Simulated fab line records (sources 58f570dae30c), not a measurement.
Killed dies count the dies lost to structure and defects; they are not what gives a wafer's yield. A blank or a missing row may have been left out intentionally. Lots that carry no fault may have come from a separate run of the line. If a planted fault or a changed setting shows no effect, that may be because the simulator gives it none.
The tool behind it: which one?    flow berkeley-cmos170    Sampling: 6 lots, 18 wafers, 3 of 331 route steps

== WHAT THE GAUGES READ, wafer by wafer ==
UCB170_NLDD_TW_MEAS_11.
lot   measured      on             NLDD_TW
L131  day 7 21:18   film-metro-03  2208 2203 2204
L142  day 9 12:23   film-metro-01  2430 2405 2425
L145  day 10 12:39  film-metro-03  2173 2197 2193
L148  day 11 13:52  film-metro-03  2198 2206 2204
L149  day 11 17:43  film-metro-04  2239 2242 2243
L152  day 11 15:01  film-metro-04  2254 2240 2244

== WHAT TOOL EACH LOT RAN ON (gives the tool, then ch and the chambers of the sampled wafers, and finally the start) ==
lot   UCB170_NWELL_STRIP_15                UCB170_NLDD_IMPLANT_08
L131  plasma-asher-02 ch 0,1, day 2 21:35  implanter-04 ch 0, day 7 20:54
L142  plasma-asher-03 ch 0,1, day 5 00:49  implanter-03 ch 0, day 9 11:59
L145  plasma-asher-02 ch 0,1, day 5 15:03  implanter-01 ch 0, day 10 12:15
L148  plasma-asher-03 ch 0, day 6 12:32    implanter-01 ch 0, day 11 13:29
L149  plasma-asher-02 ch 0,1, day 6 19:40  implanter-04 ch 0, day 11 17:21
L152  plasma-asher-01 ch 0,1, day 7 01:49  implanter-01 ch 0, day 11 14:37
- UCB170_NWELL_STRIP_15: strips in O2.
- UCB170_NLDD_IMPLANT_08

== THE ANSWER, worked out from the rows above alone ==
Rule: usual is defined by the lots themselves. Put in order of their means at a reading, lots are off if they are a third of the lots or fewer, leave a main group of 4 or more, and stand apart from it by a gap of 3 or more times the standard deviation of the main group's means; of several such gaps the widest counts. If all means in a main group match to the digits the tables above print for the reading, that group is not used. A lot without any number at a reading at which 4 lots or more have one is off too. All remaining lots with rows at the step are treated as sound.
Off: L142, at UCB170_NLDD_TW_MEAS_11 (NLDD_TW). The main group has a mean of 2217 with a standard deviation of 23.
A tool fits if, at a process step before that reading, it ran every lot that is off, and no sound lot after the first of them. Those tools and the gauges at UCB170_NLDD_TW_MEAS_11 are tried in the same way. Can't be told from this: 2 tools fit, implanter-03 at UCB170_NLDD_IMPLANT_08, film-metro-01 at UCB170_NLDD_TW_MEAS_11.

== WHAT THE SIMULATOR PUT IN ==
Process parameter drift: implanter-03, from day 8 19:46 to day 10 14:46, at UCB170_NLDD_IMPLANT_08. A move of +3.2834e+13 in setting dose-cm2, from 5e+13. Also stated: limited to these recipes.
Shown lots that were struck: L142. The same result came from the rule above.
